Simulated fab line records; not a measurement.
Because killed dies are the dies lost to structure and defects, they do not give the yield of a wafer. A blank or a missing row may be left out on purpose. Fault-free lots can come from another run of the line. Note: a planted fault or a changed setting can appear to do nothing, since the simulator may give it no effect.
Split-lot experiment	flow berkeley cmos170	5 lots, 23 wafers read, on a route of 331 steps

SPLIT DETAILS
At UCB170_SILICIDE_SPUTTER_01 (material Ti, target thk 30 nm, time 25 s), the setting time s was moved away from the recipe's 25 s on 7 of the 23 wafers read, by -12.6% to -8.4%. This setting was run at the recipe's value on the other wafers.

BETWEEN THE SPLIT AND THE READING: the file shows 1 step in between
- UCB170_SILICIDE_RS_MEAS_02: measures by four-point-probe

THE READING
SILICIDE_TI_THK, in nm, at UCB170_SILICIDE_THK_MEAS_03 (measures by xrf). On this fab line, fault-free wafers typically give 30.5 nm with a standard deviation of 0.37 nm.

wafer	tool, chamber at the split	time s as run, s	against the recipe	SILICIDE_TI_THK, nm	against lot-mates on the recipe
L076.1	pvd sputter-03, -	25	recipe	31.1	-
L076.2	pvd sputter-03, -	22.89	-8.4%	28.7	-2.4
L076.4	pvd sputter-03, -	22.89	-8.4%	29.0	-2.1
L076.5	pvd sputter-03, -	25	recipe	31.1	-
L076.6	pvd sputter-03, -	25	recipe	31.2	-
L078.1	pvd sputter-04, -	25	recipe	30.4	-
L078.2	pvd sputter-04, -	22.42	-10.3%	27.5	-2.9
L078.3	pvd sputter-04, -	22.42	-10.3%	27.4	-3.0
L078.5	pvd sputter-04, -	25	recipe	30.4	-
L078.6	pvd sputter-04, -	25	recipe	30.3	-
L079.1	pvd sputter-02, -	25	recipe	30.6	-
L079.4	pvd sputter-02, -	25	recipe	30.7	-
L079.6	pvd sputter-02, -	25	recipe	30.7	-
L082.2	pvd sputter-03, -	21.85	-12.6%	26.5	-4.1
L082.3	pvd sputter-03, -	21.85	-12.6%	26.9	-3.7
L082.4	pvd sputter-03, -	25	recipe	30.7	-
L082.5	pvd sputter-03, -	25	recipe	30.5	-
L082.6	pvd sputter-03, -	21.85	-12.6%	26.0	-4.6
L084.1	pvd sputter-04, -	25	recipe	30.1	-
L084.2	pvd sputter-04, -	25	recipe	30.1	-
L084.3	pvd sputter-04, -	25	recipe	30.3	-
L084.4	pvd sputter-04, -	25	recipe	30.2	-
L084.5	pvd sputter-04, -	25	recipe	30.0	-

FIT RESULTS
A straight line over all 23 wafers: SILICIDE_TI_THK changes by +0.298 nm for each +1% of time s; r = +0.96; the points scatter about the line by 0.45 nm.
The same after taking each lot's own level away (the mean of its wafers on the recipe; 23 wafers): +0.308 nm for each +1%; r = +0.99; scatter 0.23 nm.
That fit puts the effect of the largest move of time s on the reading at 3.9 nm.
Across the lots, their own levels run from 30.14 to 31.13 nm, a range of 2.7 times the standard deviation given above.
The two slopes agree, so the slope changes little with the lot-to-lot level.
Check: -3.81 nm against its lot-mates is what the line predicts for one of the wafers moved furthest among these (-12.6%) when that wafer is left out of the fit. Against them it came out at -4.1 nm.

THE OTHER SPLITS THESE WAFERS WENT THROUGH
Note: prior to the reading, these wafers also went through further splits. Each is held against what the fit with the lots' levels taken away leaves over:
other split on the same wafers	wafers away from the commonest value	r with SILICIDE_TI_THK (lot level and that fit taken away)
UCB170_GATE_COAT_07 spin rpm	8	-0.03
UCB170_PLDD_IMPLANT_09 energy kev	10	+0.27
UCB170_NLDD_COAT_01 resist thk nm	12	+0.45
UCB170_SPACER_ANNEAL_02 temp c	10	+0.23
UCB170_NSD_PEB_04 peb temp c	5	-0.10
UCB170_BACKSIDE_STRIP_03 power w	8	+0.25

THE WHOLE CHAIN: every reading that the file lists as answering this split, in the file's order
step	what it does	reading	change (the file's fit)	r (the file's)
UCB170_SILICIDE_SPUTTER_01	material Ti, target thk 30 nm, time 25 s	Ti_of_SILICIDE_SPUTTER_01.thk nm (the simulator's own value, which no gauge read)	+0.299 nm for each +1% of the setting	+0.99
UCB170_SILICIDE_RS_MEAS_02	measures by four-point-probe	SILICIDE_TI_RS	-0.341 for each +1% of the setting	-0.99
UCB170_SILICIDE_THK_MEAS_03	measures by xrf	SILICIDE_TI_THK	+0.302 for each +1% of the setting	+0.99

THE FILE'S OWN FIT
SILICIDE_TI_THK changes by +0.302 nm for each +1% of time s, r = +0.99.
